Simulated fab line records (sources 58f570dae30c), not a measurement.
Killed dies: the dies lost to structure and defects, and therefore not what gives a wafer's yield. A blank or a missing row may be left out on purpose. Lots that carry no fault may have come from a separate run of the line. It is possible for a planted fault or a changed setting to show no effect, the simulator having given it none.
Code-filled problem report in 8D (eight disciplines) form | flow berkeley cmos170 | the parts of the form that need people (team, actions taken, sign-off) are left out

## 1. PROBLEM STATEMENT
Wafers free of any fault read 0.0322 ohm/sq (standard deviation 0.00038) for M2_AL_RS at UCB170_M2_RS_MEAS_02, against a mean of 0.0284 ohm/sq on 4 wafers of 2 lots. That is -10 standard deviations from the usual mean.
The step: measures by four-point-probe.
Earliest sighting: wafer L904.2 on film metro-02 at day 10 18:17. The record holds 39 wafers of 13 lots with a number at this step. By rule, "out" or "out of limits" means more than 4 standard deviations away from the usual mean. Any other wafer with a number is counted as sound.

## 2. WHAT IT IS AND WHAT IT IS NOT
question                    | is                             | is not
which readings at this step | M2_AL_RS                       | -
which lots                  | L904, L910                     | L892, L893, L895, L896, L897, L898, L899, L900, L912, L913, L915
which wafers of those lots  | L904.2, L904.6, L910.4, L910.5 | L904.4, L910.3
read on which gauges        | film metro-01, film metro-02   | film metro-04
when                        | from day 10 18:17              | up to then (25 sound wafers); but 10 sound wafers of L910, L912, L913, L915 came after

## 3. THE SUSPECTS, EACH WITH WHAT RULES IT OUT
Counting: any tool at a process step up to the reading remains a suspect provided it ran every lot that is out. Sound lots after the first of them don't rule it out here, since some wafers of a struck lot are sound.
- the gauge at UCB170_M2_RS_MEAS_02 is ruled out. The wafers that are out were read on 2 gauges (film metro-01, film metro-02).
- pvd sputter-04 at UCB170_M2_SPUTTER_01 (material Al, target thk 900 nm, time 120 s): kept. It ran every lot that is out, first L904 (day 10 18:11); its last sound lot up to then is L899 (day 8 18:32).
Remaining after the count: pvd sputter-04 at UCB170_M2_SPUTTER_01.

## 4. THE CAUSE (what the simulator had put in)
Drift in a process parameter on pvd sputter-04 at UCB170_M2_SPUTTER_01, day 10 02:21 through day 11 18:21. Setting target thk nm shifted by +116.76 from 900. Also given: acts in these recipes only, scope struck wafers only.
After counting, this tool was the only one left.

## 5. SEQUENCE OF EFFECTS, ordered by route
Each row: a reading where the mean over the struck wafers with a number is more than 3 standard deviations away from the usual. Only readings whose record carries a usual standard deviation are examined. hours: median over the lots of the time between each lot's start at the first step of this table that gives one and its start at this step. sigmas: the change, counted in usual standard deviations.
hours | step                    | reading        | usual         | on struck wafers | change  | sigmas
0     | UCB170_M2_RS_MEAS_02    | M2_AL_RS       | 0.0322 ohm/sq | 0.0284           | -0.0038 | -10
3     | UCB170_M2_THK_MEAS_03   | M2_AL_THK      | 907 nm        | 1032             | +125    | +10
9     | UCB170_M2_METAL_ETCH_18 | oes product au | 0.853 a.u.    | 0.906            | +0.053  | +3.3
It contains these process steps:
- UCB170_M2_METAL_ETCH_18: etches Al in Cl2/BCl3, stops on SiO2, target depth 1170 nm, time 195 s.
At these later measuring or inspecting steps, every struck wafer for which the step has a row has a number for every such reading, and none has moved that far: UCB170_M3_OVL_MEAS_16.

## 6. WHAT WOULD HAVE CAUGHT IT SOONER
Counted from the fault's start at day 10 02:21, it took 16 hours until the first out-of-limits reading at a measuring or inspecting step in this record, taken at day 10 18:17.
Of the tool readings at UCB170_M2_SPUTTER_01 for which the record gives a usual standard deviation, none was out on any struck wafer, so an alarm limit of 4 standard deviations on them would not have fired.
Of the lots that are out (2), L910 began UCB170_M2_SPUTTER_01 on pvd sputter-04 after day 10 18:17. It would have been spared by a hold on the tool at that moment.
